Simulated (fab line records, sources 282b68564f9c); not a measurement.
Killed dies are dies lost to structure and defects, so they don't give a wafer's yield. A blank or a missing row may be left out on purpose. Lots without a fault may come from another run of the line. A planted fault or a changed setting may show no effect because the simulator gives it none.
Problem report in the 8D (eight disciplines) form, filled by code | flow rit_cmos | the parts of the form that need people (team, actions taken, sign-off) are left out

1. THE PROBLEM
heater_power_total_W at RIT_PRETRO_HARDBAKE_07 reads a mean of 56.95 W on 9 wafers of 3 lots; wafers without a fault read 52.03 W with a standard deviation of 0.065. That is +76 standard deviations from the usual mean.
The step: time 120 s.
First seen on wafer L141.1, day 4 13:40, on litho_track-01. The record holds 21 wafers of 7 lots with a number at this step. Rule for "out", or "out of limits": more than 4 standard deviations from the usual mean. The other wafers with a number count as sound.

2. WHAT IT IS AND WHAT IT IS NOT
question                    | is                                 | is not
which readings at this step | heater_power_total_W, plate_temp_C | -
which lots                  | L141, L142, L144                   | L130, L135, L147, L148
which wafers of those lots  | all that have a number             | -
read on which tools         | litho_track-01                     | litho_track-04
when                        | from day 4 13:40                   | up to then (6 sound wafers); but 6 sound wafers of L147, L148 came after

3. SUSPECTS, AND WHAT RULES EACH OUT
Counting: a tool at a process step up to the reading stays a suspect if it ran every lot that is out and no sound lot after the first of them.
- litho_track-01 at RIT_PRETRO_HARDBAKE_07 (time 120 s): kept. It ran every lot that is out, first L141 (day 4 13:40), and no sound lot after that; its last sound lot up to then is L135 (day 3 08:09). Its own readings are out on those wafers: heater_power_total_W, plate_temp_C.
Left after counting: litho_track-01 at RIT_PRETRO_HARDBAKE_07.

4. THE CAUSE (what the simulator had put in)
Process parameter drift: litho_track-01, from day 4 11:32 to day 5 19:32, at RIT_PRETRO_HARDBAKE_07. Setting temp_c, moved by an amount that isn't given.
Counting left only this tool.

5. THE CHAIN OF EFFECTS, in route order
Each row: a reading whose mean over the struck wafers that have a number lies more than 3 standard deviations from the usual. Only readings for which the record gives a usual standard deviation are gone through. hours: the time from each lot's start at the first step in this table that gives one to its start at this step, as a median over the lots. sigmas: the change in usual standard deviations.
hours | step                   | reading              | usual    | on struck wafers | change | sigmas
0     | RIT_PRETRO_HARDBAKE_07 | heater_power_total_W | 52.03 W  | 56.95            | +4.92  | +76
0     | RIT_PRETRO_HARDBAKE_07 | plate_temp_C         | 140.02 C | 150.30           | +10.28 | +73
The process steps in it:
- RIT_PRETRO_HARDBAKE_07: time 120 s.

6. WHAT WOULD HAVE CAUGHT IT SOONER
In this record the first reading out of limits was taken at day 4 13:40, 2 hours after the fault began at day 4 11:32.
